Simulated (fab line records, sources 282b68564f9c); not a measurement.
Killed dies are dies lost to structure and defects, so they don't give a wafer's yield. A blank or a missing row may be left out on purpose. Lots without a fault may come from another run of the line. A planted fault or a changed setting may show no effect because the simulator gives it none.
Chamber matching | flow rit_cmos | RIT_FOX1_WET_ETCH_02 on wet_bench-03: 3 sister chambers
The step etches SiO2 in BOE, target depth 350 nm, time 390 s. 14 wafers are shown with their chamber, then 7 later ones without.

WAFERS WITH THEIR CHAMBER
wafer  | chamber | bath_heat_duty_pct (%)
L435.1 | 0       | 2.0
L435.5 | 0       | 1.8
L435.6 | 0       | 1.8
L436.1 | 3       | 2.0
L436.4 | 3       | 2.1
L436.5 | 3       | 2.0
L437.1 | 2       | 0.9
L437.4 | 2       | 2.7
L437.6 | 2       | 2.6
L438.2 | 3       | 1.9
L438.3 | 3       | 1.4
L438.4 | 3       | 2.5
L441.1 | 0       | 1.7
L441.4 | 0       | 1.1

SIGNATURES (means of the wafers above)
reading            | chamber 0 | chamber 2 | chamber 3 | scatter within a chamber
bath_heat_duty_pct | 1.680     | 2.067     | 1.983     | 0.535
Rule: a wafer's distance from a chamber is the root of the sum, over the readings, of the square of ((its reading less the chamber's mean) divided by the reading's scatter). The wafer belongs to the nearest chamber; if the next one is less than 2 further off, it can't be placed. The scatter: the root of (the sum of the squares of (reading less its chamber's mean) over the shown wafers, divided by (wafers less chambers)).

WAFERS WITHOUT THEIR CHAMBER
wafer  | bath_heat_duty_pct (%)
L441.5 | 1.5
L443.1 | 1.4
L443.2 | 2.6
L443.3 | 2.5
L455.1 | 1.7
L455.3 | 2.0
L455.5 | 2.0

WHICH CHAMBER EACH WENT THROUGH
wafer  | from the rows above          | in truth
L441.5 | can't be placed: 0 or 3 or 2 | 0
L443.1 | can't be placed: 0 or 3 or 2 | 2
L443.2 | can't be placed: 2 or 3 or 0 | 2
L443.3 | can't be placed: 2 or 3 or 0 | 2
L455.1 | can't be placed: 0 or 3 or 2 | 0
L455.3 | can't be placed: 3 or 2 or 0 | 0
L455.5 | can't be placed: 3 or 2 or 0 | 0
Placed correctly: 0 of 7. Can't be placed from these rows: 7 (the true chamber is among the candidates in 7). Placed wrongly: 0.
